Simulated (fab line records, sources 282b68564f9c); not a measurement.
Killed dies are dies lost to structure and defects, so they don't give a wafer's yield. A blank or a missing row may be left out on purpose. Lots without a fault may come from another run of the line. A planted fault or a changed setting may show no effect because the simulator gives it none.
Which tool did it? | flow rit_cmos | 15 lots, 45 wafers sampled, at 2 steps of a route of 202

WHAT THE GAUGES READ, wafer by wafer
RIT_FOX2_THK_MEAS_91. Usual: FIELD_OXIDE_LEFT_2_THK 254 nm, standard deviation 6.8.
lot  | measured    | on            | FIELD_OXIDE_LEFT_2_THK (nm) | flag
L919 | day 2 08:31 | film_metro-04 | 261 258 254                 |
L920 | day 2 13:31 | film_metro-03 | 246 261 250                 |
L921 | day 2 21:26 | film_metro-04 | 246 245 246                 |
L923 | day 3 06:27 | film_metro-04 | 253 253 258                 |
L926 | day 4 01:08 | film_metro-01 | 248 246 245                 |
L929 | day 4 12:24 | film_metro-01 | 255 255 254                 |
L933 | day 5 07:12 | film_metro-04 | 271 269 270                 |
L934 | day 5 12:07 | film_metro-01 | 253 250 242                 |
L936 | day 5 23:26 | film_metro-01 | 253 255 252                 |
L937 | day 6 04:19 | film_metro-03 | 320 326 318                 | OFF
L938 | day 6 11:20 | film_metro-04 | 313 314 308                 | OFF
L939 | day 6 12:37 | film_metro-04 | 313 316 314                 | OFF
L940 | day 6 17:27 | film_metro-04 | 255 256 258                 |
L941 | day 6 22:49 | film_metro-01 | 257 259 260                 |
L942 | day 7 06:53 | film_metro-03 | 256 259 261                 |

WHICH TOOL RAN EACH LOT (tool, then ch and the chambers of the sampled wafers, then the start)
lot  | RIT_GATE_WET_ETCH_00
L919 | wet_bench-02 ch 3, day 2 08:04
L920 | wet_bench-04 ch 2, day 2 13:05
L921 | wet_bench-03 ch 1, day 2 20:59
L923 | wet_bench-02 ch 3, day 3 06:01
L926 | wet_bench-03 ch 2, day 4 00:41
L929 | wet_bench-04 ch 0, day 4 11:56
L933 | wet_bench-04 ch 3, day 5 06:47
L934 | wet_bench-04 ch 0, day 5 11:41
L936 | wet_bench-03 ch 1, day 5 23:00
L937 | wet_bench-04 ch 0, day 6 03:54
L938 | wet_bench-03 ch 3, day 6 10:53
L939 | wet_bench-03 ch 1, day 6 12:11
L940 | wet_bench-04 ch 2, day 6 17:02
L941 | wet_bench-03 ch 0, day 6 22:23
L942 | wet_bench-02 ch 2, day 7 06:26
- RIT_GATE_WET_ETCH_00: etches SiO2 in BOE, target depth 56 nm, time 60 s.

WHAT THE TOOLS THEMSELVES READ (means of the sampled wafers that have a number; where no wafer has one, the mark that the record gives instead)
RIT_GATE_WET_ETCH_00. Usual: bath_heat_duty_pct 1.7 %, standard deviation 0.34; run_length_s 89 s, standard deviation 3.2.
lot  | tool         | bath_heat_duty_pct (%) | run_length_s (s) | flag
L919 | wet_bench-02 | 1.5                    | 92               |
L920 | wet_bench-04 | 1.3                    | 88               |
L921 | wet_bench-03 | 1.5                    | 91               |
L923 | wet_bench-02 | 1.8                    | 85               |
L926 | wet_bench-03 | 1.9                    | 93               |
L929 | wet_bench-04 | 1.7                    | 86               |
L933 | wet_bench-04 | 1.6                    | 88               |
L934 | wet_bench-04 | 1.7                    | 87               |
L936 | wet_bench-03 | 1.6                    | 85               |
L937 | wet_bench-04 | -                      | -                | OFF
L938 | wet_bench-03 | -                      | -                | OFF
L939 | wet_bench-03 | -                      | -                | OFF
L940 | wet_bench-04 | 1.6                    | 86               |
L941 | wet_bench-03 | 2.3                    | 86               |
L942 | wet_bench-02 | 1.9                    | 94               |

THE ANSWER, worked out from the rows above alone
Rule: a lot is off if the mean of its wafers that have a number lies more than 3 standard deviations from the usual mean. A lot without any number at a reading at which 4 lots or more have one is off too. The other lots that the step has rows for count as sound. The gauges are gone through in route order, then the tools' own readings, and for those a lot's mean is taken as printed above. The first step at which some lot is off is used, and at that step the reading that is off furthest; a lot without a number counts as furthest.
Off: L937, L938, L939, at RIT_FOX2_THK_MEAS_91 (FIELD_OXIDE_LEFT_2_THK).
A tool fits if, at a process step before that reading, it ran every lot that is off, and no sound lot after the first of them. The gauges at RIT_FOX2_THK_MEAS_91 aren't tried: what is off there is off at RIT_GATE_WET_ETCH_00 too, on other tools, and a gauge's error can't cause that. None of those tried fits.

WHAT THE SIMULATOR HAD PUT IN
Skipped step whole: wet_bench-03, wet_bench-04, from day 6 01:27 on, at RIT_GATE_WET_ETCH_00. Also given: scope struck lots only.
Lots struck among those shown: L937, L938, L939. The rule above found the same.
